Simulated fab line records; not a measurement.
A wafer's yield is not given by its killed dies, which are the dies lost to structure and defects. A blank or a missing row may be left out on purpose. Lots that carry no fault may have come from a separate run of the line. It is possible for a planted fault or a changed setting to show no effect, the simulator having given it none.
The tool behind it: which one? | flow berkeley-cmos170 | Sampling: 15 lots, 45 wafers, 6 of 331 route steps

WHAT THE GAUGES READ, wafer by wafer
UCB170_NWELL_OVL_MEAS_12.
lot  | measured    | on         | NWELL_OVL (nm)
L563 | day 2 18:27 | overlay-02 | -4 2 -1
L564 | day 2 23:23 | overlay-02 | -1 1 -4
L565 | day 2 23:37 | overlay-02 | -1 -6 2
L566 | day 3 06:36 | overlay-02 | 0 1 -3
L568 | day 3 15:20 | overlay-02 | -8 -2 -1
L567 | day 3 15:27 | overlay-01 | -7 -1 1
L571 | day 4 08:43 | overlay-01 | 1 -3 9
L572 | day 4 13:30 | overlay-01 | -3 0 0
L573 | day 4 22:54 | overlay-02 | -2 2 -2
L574 | day 4 23:09 | overlay-01 | -2 -4 -2
L575 | day 5 03:29 | overlay-01 | -3 1 -9
L579 | day 5 20:55 | overlay-02 | 3 0 1
L581 | day 6 04:30 | overlay-01 | 0 5 0
L583 | day 6 11:20 | overlay-02 | 4 1 0
L585 | day 7 05:56 | overlay-02 | -5 -2 5

UCB170_M3_CD_MEAS_15: the cd target is 700 nm.
lot  | measured     | on        | cd-nm (nm)
L563 | day 8 22:53  | cd-sem-02 | 701.1 698.9 699.6
L564 | day 8 23:01  | cd-sem-01 | 698.9 698.8 699.0
L565 | day 8 22:38  | cd-sem-02 | 699.8 698.4 699.8
L566 | day 9 05:29  | cd-sem-01 | 700.0 700.0 699.2
L568 | day 9 13:43  | cd-sem-01 | 699.6 699.3 700.5
L567 | day 9 11:20  | cd-sem-02 | 699.8 701.0 700.0
L571 | day 10 12:55 | cd-sem-02 | 698.4 698.8 698.7
L572 | day 10 11:26 | cd-sem-01 | 699.8 698.4 698.9
L573 | day 10 12:58 | cd-sem-01 | 699.9 699.6 700.2
L574 | day 11 10:06 | cd-sem-01 | 701.8 700.6 700.9
L575 | day 11 02:29 | cd-sem-01 | 699.2 700.1 699.7
L579 | day 11 10:42 | cd-sem-02 | 699.2 699.5 699.4
L581 | day 12 15:08 | cd-sem-02 | 699.6 700.2 698.9
L583 | day 12 14:53 | cd-sem-01 | 699.5 700.6 699.2
L585 | day 12 20:51 | cd-sem-01 | 699.3 701.2 700.6

UCB170_M3_CD_MEAS_90: the cd target is 700 nm.
lot  | measured     | on        | cd-nm (nm)
L563 | day 8 23:22  | cd-sem-02 | 706 696 699
L564 | day 8 23:29  | cd-sem-01 | 704 696 696
L565 | day 8 23:07  | cd-sem-02 | 697 702 702
L566 | day 9 05:58  | cd-sem-02 | 698 701 703
L568 | day 9 14:13  | cd-sem-01 | 697 697 701
L567 | day 9 11:53  | cd-sem-02 | 703 696 701
L571 | day 10 13:23 | cd-sem-01 | - - -
L572 | day 10 11:55 | cd-sem-02 | - - -
L573 | day 10 13:27 | cd-sem-02 | - - -
L574 | day 11 10:35 | cd-sem-01 | 699 699 698
L575 | day 11 02:58 | cd-sem-02 | 694 706 695
L579 | day 11 11:11 | cd-sem-02 | 703 704 703
L581 | day 12 15:37 | cd-sem-02 | 703 702 702
L583 | day 12 15:33 | cd-sem-01 | 702 701 703
L585 | day 12 21:31 | cd-sem-02 | 707 707 708

WHICH TOOL RAN EACH LOT (tool, then ch and the chambers of the sampled wafers, then the start)
lot  | UCB170_PWELL_STRIP_16               | UCB170_M3_METAL_ETCH_18           | UCB170_M3_STRIP_19
L563 | plasma-asher-01 ch 0,1, day 3 14:26 | rie-metal-02 ch 0,1, day 8 23:05  | plasma-asher-02 ch 0,1, day 8 23:16
L564 | plasma-asher-01 ch 0,1, day 3 17:35 | rie-metal-04 ch 0,1, day 8 23:14  | plasma-asher-01 ch 0,1, day 8 23:23
L565 | plasma-asher-01 ch 0,1, day 3 17:48 | rie-metal-04 ch 0,1, day 8 22:49  | plasma-asher-01 ch 0, day 8 22:59
L566 | plasma-asher-04 ch 0,1, day 4 00:34 | rie-metal-03 ch 0,1, day 9 05:40  | plasma-asher-01 ch 0,1, day 9 05:52
L568 | plasma-asher-01 ch 0,1, day 4 18:36 | rie-metal-03 ch 0,1, day 9 13:54  | plasma-asher-01 ch 1, day 9 14:05
L567 | plasma-asher-01 ch 0,1, day 4 18:56 | rie-metal-02 ch 0,1, day 9 11:32  | plasma-asher-04 ch 0,1, day 9 11:47
L571 | plasma-asher-02 ch 0,1, day 5 02:27 | rie-metal-02 ch 0,1, day 10 13:08 | plasma-asher-02 ch 0,1, day 10 13:17
L572 | plasma-asher-02 ch 0,1, day 5 03:40 | rie-metal-04 ch 1, day 10 11:37   | plasma-asher-02 ch 0,1, day 10 11:48
L573 | plasma-asher-01 ch 0,1, day 5 19:57 | rie-metal-03 ch 0, day 10 13:10   | plasma-asher-04 ch 1, day 10 13:21
L574 | plasma-asher-04 ch 0,1, day 5 20:21 | rie-metal-02 ch 0, day 11 10:17   | plasma-asher-04 ch 0, day 11 10:28
L575 | plasma-asher-02 ch 0,1, day 6 03:49 | rie-metal-02 ch 0,1, day 11 02:41 | plasma-asher-02 ch 0,1, day 11 02:52
L579 | plasma-asher-04 ch 0,1, day 6 11:04 | rie-metal-03 ch 0,1, day 11 10:55 | plasma-asher-04 ch 0,1, day 11 11:05
L581 | plasma-asher-02 ch 0,1, day 7 03:10 | rie-metal-02 ch 0,1, day 12 15:20 | plasma-asher-01 ch 0,1, day 12 15:31
L583 | plasma-asher-02 ch 0, day 7 08:26   | rie-metal-03 ch 1, day 12 15:07   | plasma-asher-04 ch 0,1, day 12 15:26
L585 | plasma-asher-02 ch 0,1, day 8 00:49 | rie-metal-03 ch 1, day 12 21:02   | plasma-asher-01 ch 0,1, day 12 21:25
- UCB170_PWELL_STRIP_16: strips in O2.
- UCB170_M3_METAL_ETCH_18: etches Al in Cl2/BCl3, stops on SiO2, target depth 1170 nm, time 195 s.
- UCB170_M3_STRIP_19: strips in O2.

AS READ BY THE TOOLS THEMSELVES (means over the sampled wafers that have a number; for cases with no such wafer, the mark the record gives instead)
UCB170_PWELL_STRIP_16.
lot  | tool            | drypump-motor-current-A (A) | o2-flow-sccm (sccm) | oes-product-au (a.u.) | strip-time-to-endpoint-s (s)
L563 | plasma-asher-01 | 5.1                         | 399.0               | 0.721                 | 18.11
L564 | plasma-asher-01 | 4.8                         | 399.5               | 0.718                 | 18.08
L565 | plasma-asher-01 | 5.0                         | 400.0               | 0.717                 | 18.03
L566 | plasma-asher-04 | 5.9                         | 400.0               | 0.717                 | 18.18
L568 | plasma-asher-01 | 5.0                         | 399.4               | 0.726                 | 18.04
L567 | plasma-asher-01 | 4.8                         | 400.7               | 0.720                 | 18.13
L571 | plasma-asher-02 | 5.9                         | 398.8               | 0.726                 | 18.00
L572 | plasma-asher-02 | 5.9                         | 400.0               | 0.720                 | 18.17
L573 | plasma-asher-01 | 5.1                         | 399.9               | 0.721                 | 18.05
L574 | plasma-asher-04 | 5.9                         | 399.9               | 0.722                 | 18.03
L575 | plasma-asher-02 | 5.9                         | 399.9               | 0.722                 | 18.07
L579 | plasma-asher-04 | 5.9                         | 401.0               | 0.718                 | 18.04
L581 | plasma-asher-02 | 5.9                         | 399.7               | 0.721                 | 18.04
L583 | plasma-asher-02 | 5.8                         | 400.2               | 0.720                 | 18.09
L585 | plasma-asher-02 | 5.9                         | 399.3               | 0.721                 | 18.08

UCB170_M3_METAL_ETCH_18.
lot  | tool         | bcl3-flow-sccm (sccm) | bias-w (W) | drypump-motor-current-A (A) | oes-product-au (a.u.) | throttle-valve-pct (%)
L563 | rie-metal-02 | 45.02                 | 120.0      | 5.75                        | 0.847                 | 24.4
L564 | rie-metal-04 | 45.07                 | 120.0      | 5.20                        | 0.841                 | 24.2
L565 | rie-metal-04 | 45.00                 | 119.5      | 5.23                        | 0.863                 | 24.5
L566 | rie-metal-03 | 45.05                 | 119.9      | 5.40                        | 0.836                 | 24.3
L568 | rie-metal-03 | 45.06                 | 119.8      | 5.41                        | 0.853                 | 24.5
L567 | rie-metal-02 | 45.30                 | 120.5      | 5.69                        | 0.843                 | 24.5
L571 | rie-metal-02 | -                     | -          | -                           | -                     | -
L572 | rie-metal-04 | -                     | -          | -                           | -                     | -
L573 | rie-metal-03 | -                     | -          | -                           | -                     | -
L574 | rie-metal-02 | 45.10                 | 120.0      | 5.82                        | 0.845                 | 24.3
L575 | rie-metal-02 | 44.95                 | 120.4      | 5.76                        | 0.839                 | 24.4
L579 | rie-metal-03 | 45.00                 | 119.9      | 5.42                        | 0.854                 | 24.5
L581 | rie-metal-02 | 44.99                 | 120.1      | 5.72                        | 0.846                 | 24.5
L583 | rie-metal-03 | 45.03                 | 120.2      | 5.42                        | 0.856                 | 24.6
L585 | rie-metal-03 | 44.99                 | 119.8      | 5.43                        | 0.854                 | 24.6

UCB170_M3_STRIP_19.
lot  | tool            | drypump-motor-current-A (A) | o2-flow-sccm (sccm) | oes-product-au (a.u.)
L563 | plasma-asher-02 | 5.9                         | 399.7               | 0.527
L564 | plasma-asher-01 | 4.8                         | 400.8               | 0.555
L565 | plasma-asher-01 | 5.3                         | 398.7               | 0.552
L566 | plasma-asher-01 | 4.8                         | 399.1               | 0.550
L568 | plasma-asher-01 | 4.6                         | 399.4               | 0.539
L567 | plasma-asher-04 | 6.2                         | 401.2               | 0.523
L571 | plasma-asher-02 | 5.9                         | 400.3               | 0.724
L572 | plasma-asher-02 | 5.9                         | 399.8               | 0.727
L573 | plasma-asher-04 | 6.4                         | 401.0               | 0.724
L574 | plasma-asher-04 | 5.7                         | 399.4               | 0.501
L575 | plasma-asher-02 | 5.9                         | 394.6               | 0.515
L579 | plasma-asher-04 | 5.9                         | 400.4               | 0.546
L581 | plasma-asher-01 | 4.8                         | 400.3               | 0.523
L583 | plasma-asher-04 | 6.2                         | 399.4               | 0.549
L585 | plasma-asher-01 | 5.0                         | 400.5               | 0.546

THE ANSWER, worked out from the rows above alone
Rule: the usual values come from the lots themselves. Put in order of their means at a reading, lots are off if they are a third of the lots or fewer, leave a main group of 4 or more, and stand apart from it by a gap of 3 or more times the standard deviation of the main group's means; of several such gaps the widest counts. The tables above print the reading to a certain number of digits; a main group whose means all agree to those digits is not used. Also off: a lot with no number at a reading for which 4 or more lots have one. The other lots that the step has rows for count as sound. First the gauges in route order, then the tools' own readings, where a lot's mean is used as printed above. At the first step where some lot is off, the reading lying furthest off is the one used; lots without a number count as furthest.
Off at UCB170_M3_CD_MEAS_90 (cd-nm): L571, L572, L573. Without a number there: L571, L572, L573. For the main group the mean is 701 nm and the standard deviation 2.5.
If a tool, at a process step before that reading, ran all the lots that are off and no sound lot after the first of them, it fits. Not tried: the gauges at UCB170_M3_CD_MEAS_90; whatever is off there is also off at UCB170_M3_METAL_ETCH_18, on other tools, and gauge error can't account for it. Of those tried, none fits.

WHAT WAS PUT IN BY THE SIMULATOR
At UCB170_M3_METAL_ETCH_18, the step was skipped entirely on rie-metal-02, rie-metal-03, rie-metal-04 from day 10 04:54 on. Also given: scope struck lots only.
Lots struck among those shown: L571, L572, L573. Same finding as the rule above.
